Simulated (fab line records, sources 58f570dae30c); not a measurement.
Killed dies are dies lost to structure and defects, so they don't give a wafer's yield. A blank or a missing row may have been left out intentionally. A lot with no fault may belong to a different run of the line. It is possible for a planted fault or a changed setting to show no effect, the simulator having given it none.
A struck lot beside a sound one ; flow berkeley cmos170 ; 24 out of 331 route steps
Sound: wafers L332.1, L332.4, L332.5. Wafers struck: L336.1, L336.2, L336.3. The cause is named last.
Per side, at each step with rows, come the tool, then ch with its chambers, and then its first start. Under that, the readings that differ: sound wafers ; struck wafers ; difference of the means ; sigmas: that difference in standard deviations of wafers without a fault.
alike: readings whose means differ by less than 2 such deviations, and words and numbers that are the same on both sides. not compared: withheld readings, readings that some wafer has no value for, bounds like >300 that may hide the same value, and numbers for which the record gives no deviation and whose values overlap.
Wherever a step has rows on one side only, a row that says differs or no value, or a row with sigmas, the two part there. Numbers that have no deviation but don't overlap get no sigmas and don't part them. Lack of a reading on every wafer of one side parts them only where that side has two or more wafers.

UCB170_NWELL_ETCH_13: etches Si3N4 in CH3F/Ar/O2, stops on SiO2, target depth 246.4 nm, time 154 s.
  sound on rie diel-01 ch 1,2,3, day 4 20:50; struck on rie diel-04 ch 0,1,2, day 5 17:25
  alike: drypump motor current A, oes product au, throttle valve pct
  not compared: rf hours counter h
after that, 1 step had no rows for these wafers: UCB170_NWELL_IMPLANT_14.
UCB170_NWELL_STRIP_15: strips in O2.
  sound on plasma asher-03 ch 0,1, day 4 21:05; struck on plasma asher-03 ch 0,1, day 5 17:41
  alike: drypump motor current A, oes product au, strip time to endpoint s
  not compared: rf hours counter h
UCB170_NWELL_TW_MEAS_16:
  struck on film metro-04, day 5 17:47; sound on film metro-04, day 4 21:11
  alike: NWELL_TW
then, 6 steps without rows for these wafers: UCB170_NWELL_CLEAN_17 (cleans in SPM, time 600 s); UCB170_NWELL_WET_ETCH_18 (etches Si3N4 in H3PO4, time 14400 s); UCB170_NWELL_WET_ETCH_19 (etches SiO2 in BOE, time 22 s); UCB170_PWELL_CLEAN_00 (cleans in SPM, time 600 s); UCB170_PWELL_CLEAN_01 (cleans in dHF, time 60 s); UCB170_PWELL_OXIDATION_02 (target thk 26.4 nm, ox time 1260 s).
UCB170_PWELL_THK_MEAS_03:
  struck on film metro-03, day 6 01:59; sound on film metro-04, day 5 07:33
  alike: PWELL_OXIDE_THK
then, 1 step without rows for these wafers: UCB170_PWELL_ANNEAL_04 (time 900 s).
UCB170_PWELL_CVD_05: deposits Si3N4 from SiH2Cl2/NH3, target thk 220 nm, time 3300 s.
  sound on lpcvd-02 ch 1, day 5 13:16; struck on lpcvd-01 ch 1, day 6 08:28
reading;sound;struck;difference;sigmas
model.Si3N4_of_PWELL_CVD_05.thk nm (nm);219.9 218 219.9;98.66 98.71 97.7;-120.91;
  alike: susceptor temp C
UCB170_PWELL_THK_MEAS_06:
  struck on film metro-04, day 6 10:23; sound on film metro-03, day 5 15:11
reading;sound;struck;difference;sigmas
PWELL_NITRIDE_THK (nm);219.9 218.1 220.1;98.7 98.8 97.7;-121.0;-76
then, 6 steps without rows for these wafers: UCB170_PWELL_HMDS_07 (prime time 60 s); UCB170_PWELL_COAT_08 (resist thk 900 nm); UCB170_PWELL_SOFTBAKE_09 (time 60 s); UCB170_PWELL_EXPOSE_10 (exposes mask PWELL, target cd 3000 nm); UCB170_PWELL_PEB_11; UCB170_PWELL_DEVELOP_12 (develop time 45 s).
UCB170_PWELL_OVL_MEAS_13:
  struck on overlay-01, day 6 11:44; sound on overlay-02, day 5 16:17
  alike: PWELL_OVL
UCB170_PWELL_ETCH_14: etches Si3N4 in CH3F/Ar/O2, stops on SiO2, target depth 242 nm, time 151 s.
  sound on rie diel-02 ch 0,3, day 5 16:20; struck on rie diel-03 ch 0,2,3, day 6 11:46
reading;sound;struck;difference;sigmas
oes product au (a.u.);0.943 0.917 0.922;0.614 0.624 0.631;-0.304;-22
model.etch.depth nm (nm);219.9 218 219.9;98.66 98.71 97.7;-120.91;
  alike: drypump motor current A, throttle valve pct
  not compared: rf hours counter h
after that, 1 step had no rows for these wafers: UCB170_PWELL_IMPLANT_15.
-- the record jumps here: 5 days lie between the struck wafers' starts before and after (it left off in module PWELL and takes up again in module M3, whose first step shown is number 331 of the route) --
UCB170_M3_PROBE_99:
  only the struck wafers here have rows in the record (prober-02, day 11 17:39); the sound ones have none

## WHERE THEY PART
At UCB170_PWELL_THK_MEAS_06 first; at UCB170_M3_PROBE_99 last (within this record only).

WHY: what had been put in by the simulator
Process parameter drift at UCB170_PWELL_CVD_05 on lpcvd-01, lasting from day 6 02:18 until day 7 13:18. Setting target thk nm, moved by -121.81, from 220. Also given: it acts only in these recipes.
